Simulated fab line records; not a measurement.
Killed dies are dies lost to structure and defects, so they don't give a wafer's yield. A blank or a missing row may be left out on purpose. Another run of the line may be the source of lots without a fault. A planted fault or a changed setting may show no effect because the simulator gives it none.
Struck lot and sound lot, side by side | flow berkeley-cmos170 | 43 out of 331 route steps
Sound: the wafers L774.1, L774.2, L774.5. Wafers L790.1, L790.3, L790.5 were the ones struck. The cause comes at the end.
Each step with rows lists, per side, the tool, then ch with its chambers, then its first start. Under that, the readings that differ: sound wafers | struck wafers | difference of the means | sigmas: that difference in standard deviations of wafers without a fault.
alike: readings with means less than 2 such deviations apart, plus words and numbers identical on both sides. not compared: withheld readings, readings lacking a value on some wafer, bounds such as >300 that could conceal the same value, and numbers that have no deviation in the record and whose values overlap.
Wherever a step has rows on one side only, a row that says differs or no value, or a row with sigmas, the two part there. When numbers do not overlap yet have no deviation, they are printed without sigmas and do not part them. A reading that every wafer of one side lacks parts them only if that side has two wafers or more.

first, 1 step without rows for these wafers: UCB170_PLDD_IMPLANT_09.
UCB170_PLDD_STRIP_10: strips in O2.
  sound on plasma-asher-04 ch 0,1, day 7 17:25; struck on plasma-asher-01 ch 0,1, day 11 02:29
  alike: drypump-motor-current-A, oes-product-au, strip-time-to-endpoint-s
  not compared: rf-hours-counter-h
UCB170_PLDD_TW_MEAS_11:
  sound on film-metro-02, day 7 17:31; struck on film-metro-02, day 11 02:35
  alike: PLDD_TW
then, 7 steps without rows for these wafers: UCB170_PLDD_CLEAN_12 (cleans in SPM, time 600 s); UCB170_NLDD_HMDS_00 (prime time 60 s); UCB170_NLDD_COAT_01 (resist thk 900 nm); UCB170_NLDD_SOFTBAKE_02 (time 60 s); UCB170_NLDD_EXPOSE_03 (exposes mask NSELECT, target cd 1200 nm); UCB170_NLDD_PEB_04; UCB170_NLDD_DEVELOP_05 (develop time 45 s).
UCB170_NLDD_CD_MEAS_06: the cd target is 1200 nm.
  sound on cd-sem-02, day 7 18:38; struck on cd-sem-01, day 11 04:13
  alike: cd-nm
UCB170_NLDD_OVL_MEAS_07:
  sound on overlay-01, day 7 18:46; struck on overlay-02, day 11 04:20
  alike: NLDD_OVL
UCB170_NLDD_IMPLANT_08:
  sound on implanter-03 ch 0, day 7 18:48; struck on implanter-02 ch 0, day 11 04:22
  reading                   | sound                | struck               | difference | sigmas
  beam-energy-keV           | 29.994 29.994 29.997 | 40.492 40.493 40.501 | +10.500    | +99 or more
  model.implant.rp-nm (nm)  | 20.84 20.84 20.84    | 27.07 27.07 27.07    | +6.23      |
  model.implant.drp-nm (nm) | 9.611 9.611 9.611    | 12.03 12.03 12.03    | +2.42      |
  alike: beam-on-s
after that, 1 step had no rows for these wafers: UCB170_NLDD_IMPLANT_09.
UCB170_NLDD_STRIP_10: strips in O2.
  sound on plasma-asher-04 ch 0,1, day 7 19:06; struck on plasma-asher-03 ch 0,1, day 11 04:40
  alike: drypump-motor-current-A, oes-product-au, strip-time-to-endpoint-s
  not compared: rf-hours-counter-h
UCB170_NLDD_TW_MEAS_11:
  sound on film-metro-01, day 7 19:12; struck on film-metro-01, day 11 05:00
  reading | sound          | struck         | difference | sigmas
  NLDD_TW | 2208 2204 2204 | 2319 2312 2334 | +116       | +4
  not compared: hold
UCB170_SPACER_CVD_00: deposits SiO2 from TEOS/O2, target thk 376 nm, time 47 s.
  sound on pecvd-04 ch 0,1,2, day 7 19:27; struck on pecvd-03 ch 0,1,2, day 11 12:58
  alike: heater-power-w
UCB170_SPACER_THK_MEAS_01:
  sound on film-metro-04, day 7 19:29; struck on film-metro-03, day 11 13:01
  alike: SPACER_TEOS_THK
then, 1 step without rows for these wafers: UCB170_SPACER_ANNEAL_02 (time 1800 s).
UCB170_SPACER_ETCHBACK_03: etches SiO2 in CHF3/CF4/Ar, stops on Si, target depth 376 nm, time 100 s.
  sound on rie-diel-02 ch 0,2,3, day 8 01:08; struck on rie-diel-02 ch 0,3, day 11 16:01
  alike: drypump-motor-current-A, oes-product-au, throttle-valve-pct
  not compared: rf-hours-counter-h
then, 6 steps without rows for these wafers: UCB170_PSD_HMDS_00 (prime time 60 s); UCB170_PSD_COAT_01 (resist thk 900 nm); UCB170_PSD_SOFTBAKE_02 (time 60 s); UCB170_PSD_EXPOSE_03 (exposes mask PSELECT MOD, target cd 1200 nm); UCB170_PSD_PEB_04; UCB170_PSD_DEVELOP_05 (develop time 45 s).
UCB170_PSD_CD_MEAS_06: the cd target is 1200 nm.
  sound on cd-sem-02, day 8 02:13; struck on cd-sem-01, day 11 17:17
  alike: cd-nm
UCB170_PSD_OVL_MEAS_07:
  sound on overlay-02, day 8 02:20; struck on overlay-02, day 11 17:25
  alike: PSD_OVL
after that, 1 step had no rows for these wafers: UCB170_PSD_IMPLANT_08.
UCB170_PSD_STRIP_09: strips in O2.
  sound on plasma-asher-04 ch 0,1, day 8 02:31; struck on plasma-asher-01 ch 0,1, day 11 17:35
  alike: drypump-motor-current-A, oes-product-au, strip-time-to-endpoint-s
  not compared: rf-hours-counter-h
UCB170_PSD_TW_MEAS_10:
  sound on film-metro-03, day 8 02:37; struck on film-metro-03, day 11 17:41
  alike: PSD_TW
then, 7 steps without rows for these wafers: UCB170_PSD_CLEAN_11 (cleans in SPM, time 600 s); UCB170_NSD_HMDS_00 (prime time 60 s); UCB170_NSD_COAT_01 (resist thk 900 nm); UCB170_NSD_SOFTBAKE_02 (time 60 s); UCB170_NSD_EXPOSE_03 (exposes mask NSELECT MOD, target cd 1200 nm); UCB170_NSD_PEB_04; UCB170_NSD_DEVELOP_05 (develop time 45 s).
UCB170_NSD_CD_MEAS_06: the cd target is 1200 nm.
  sound on cd-sem-02, day 8 04:50; struck on cd-sem-01, day 11 19:07
  alike: cd-nm
UCB170_NSD_OVL_MEAS_07:
  sound on overlay-02, day 8 04:57; struck on overlay-01, day 11 19:14
  alike: NSD_OVL
after that, 1 step had no rows for these wafers: UCB170_NSD_IMPLANT_08.
UCB170_SDANNEAL_RS_MEAS_05: measures by four-point-probe.
  sound on film-metro-03, day 8 06:50; struck on film-metro-01, day 12 00:41
  reading          | sound             | struck            | difference | sigmas
  NLDD_RS (ohm/sq) | 618.5 617.8 618.5 | 578.8 579.6 577.7 | -39.6      | -28
  not compared: hold
UCB170_M3_PROBE_99:
  rows exist in the record for the struck wafers here (prober-02, day 13 02:37), but not for the sound ones

== WHERE THEY PART ==
Earliest at UCB170_NLDD_IMPLANT_08; latest, in this record, at UCB170_M3_PROBE_99.

WHY: what the simulator had put in
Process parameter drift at UCB170_NLDD_IMPLANT_08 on implanter-02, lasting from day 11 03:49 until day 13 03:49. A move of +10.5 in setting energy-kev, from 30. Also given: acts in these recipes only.
